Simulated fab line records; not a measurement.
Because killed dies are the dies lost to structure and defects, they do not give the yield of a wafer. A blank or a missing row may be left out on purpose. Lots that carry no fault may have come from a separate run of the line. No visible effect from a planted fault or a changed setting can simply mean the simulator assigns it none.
Matching of chambers + flow berkeley_cmos170 + UCB170_SPACER_ETCHBACK_03 on rie_diel-04 has 4 sister chambers
The step etches SiO2 in CHF3/CF4/Ar, stops on Si, target depth 376 nm, time 100 s. 4 wafers are shown with their chamber, then 7 later ones without.

== WAFERS PAIRED WITH THEIR CHAMBERS ==
| wafer  | chamber | throttle_valve_pct (%) |
|--------|---------|------------------------|
| L594.6 | 3       | 6.56                   |
| L599.6 | 1       | 6.44                   |
| L596.1 | 2       | 6.53                   |
| L596.2 | 0       | 6.38                   |

== WAFERS MISSING THEIR CHAMBER ==
| wafer  | throttle_valve_pct (%) |
|--------|------------------------|
| L596.6 | 6.58                   |
| L601.3 | 6.45                   |
| L601.4 | 6.57                   |
| L601.5 | 6.58                   |
| L610.2 | 6.38                   |
| L610.3 | 6.57                   |
| L610.6 | 6.58                   |

== CHAMBER TAKEN BY EACH ==
| wafer  | from the rows above | in truth |
|--------|---------------------|----------|
| L596.6 | 3                   | 3        |
| L601.3 | 1                   | 1        |
| L601.4 | 3                   | 3        |
| L601.5 | 3                   | 3        |
| L610.2 | 0                   | 0        |
| L610.3 | 3                   | 3        |
| L610.6 | 3                   | 3        |
Correctly placed: 7 of 7. Number that these rows cannot place: 0. Wrongly placed: 0.
How it was worked out, from the rows above alone: a wafer's distance from a chamber is the root of the sum, over the readings, of the square of ((its reading less the chamber's mean) divided by the reading's scatter). The wafer belongs to the nearest chamber; if the next one is less than 2 further off, it can't be placed. A chamber's mean is the mean of its shown wafers. The scatter: root of mean squared gap, hidden wafer to nearest shown wafer, with one shown wafer a chamber.
